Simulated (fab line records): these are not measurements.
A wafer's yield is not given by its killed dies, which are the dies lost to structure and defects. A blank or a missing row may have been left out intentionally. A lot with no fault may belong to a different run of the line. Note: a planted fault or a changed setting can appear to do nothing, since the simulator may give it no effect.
Split-lot study -- flow berkeley_cmos170 -- route with 331 steps; 5 lots, 23 wafers read

ON THE SPLIT
At UCB170_NVT_IMPLANT_07, the setting dose_cm2 was moved away from the recipe's 3e+12 on 10 of the 23 wafers read, by -7.4% to +2.7%. This setting was run at the recipe's value on the other wafers.

THE PATH FROM SPLIT TO READING: the file shows 1 step between them
- UCB170_NVT_STRIP_08: strips in O2

THE READING
NVT_TW, at UCB170_NVT_TW_MEAS_09. Fault-free wafers of this fab line usually give 527, standard deviation 3.9.

wafer,"tool, chamber at the split",dose_cm2 as run,against the recipe,NVT_TW,against lot-mates on the recipe
L075.1,"implanter-02, 0",2.779e+12,-7.4%,521,-11
L075.3,"implanter-02, 0",2.779e+12,-7.4%,521,-11
L075.4,"implanter-02, 0",3e+12,recipe,533,-
L075.5,"implanter-02, 0",2.779e+12,-7.4%,517,-15
L075.6,"implanter-02, 0",3e+12,recipe,531,-
L079.1,"implanter-01, 0",3.082e+12,+2.7%,536,+5
L079.3,"implanter-01, 0",3e+12,recipe,529,-
L079.4,"implanter-01, 0",3e+12,recipe,533,-
L079.5,"implanter-01, 0",3.082e+12,+2.7%,538,+7
L079.6,"implanter-01, 0",3.082e+12,+2.7%,536,+5
L078.4,"implanter-04, 0",3e+12,recipe,520,-
L078.5,"implanter-04, 0",3e+12,recipe,525,-
L078.6,"implanter-04, 0",3e+12,recipe,521,-
L080.1,"implanter-04, 0",3e+12,recipe,530,-
L080.2,"implanter-04, 0",2.841e+12,-5.3%,520,-9
L080.3,"implanter-04, 0",3e+12,recipe,528,-
L080.4,"implanter-04, 0",2.841e+12,-5.3%,523,-6
L080.6,"implanter-04, 0",3e+12,recipe,529,-
L083.1,"implanter-01, 0",2.826e+12,-5.8%,514,-11
L083.2,"implanter-01, 0",2.826e+12,-5.8%,514,-11
L083.3,"implanter-01, 0",3e+12,recipe,526,-
L083.4,"implanter-01, 0",3e+12,recipe,526,-
L083.5,"implanter-01, 0",3e+12,recipe,524,-

THE FIT
A straight line over all 23 wafers: NVT_TW changes by +1.63 for each +1% of dose_cm2; r = +0.80; the points scatter about the line by 4.2.
The same after taking each lot's own level away (the mean of its wafers on the recipe; 23 wafers): +1.74 for each +1%; r = +0.96; scatter 1.7.
Per that fit: largest dose_cm2 move, reading shift of 13.
The span of the lots' own levels, 522.0 to 532.0, comes to 2.6 times the standard deviation stated above.
The two slopes are in agreement: the lot-to-lot level therefore moves the slope only a little.
Check: with one of the wafers moved furthest among these (-7.4%) left out of the fit, the line predicts -13 for it against its lot-mates. It came out at -11 against them.

ADDITIONAL SPLITS CARRIED BY THESE WAFERS
Note: prior to the reading, these wafers also went through further splits. Each is held against what the fit with the lots' levels taken away leaves over:
other split on the same wafers,wafers away from the commonest value,r with NVT_TW (lot level and that fit taken away)
UCB170_NWELL_CVD_04 time_s,18,+0.03
UCB170_NWELL_COAT_07 resist_thk_nm,8,+0.20
UCB170_WELLDRIVE_OXIDATION_01 temp_c,15,-0.03
UCB170_PFIELD_COAT_01 spin_rpm,8,-0.34

THE FILE'S OWN FIT
NVT_TW changes by +1.7 for each +1% of dose_cm2, r = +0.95.
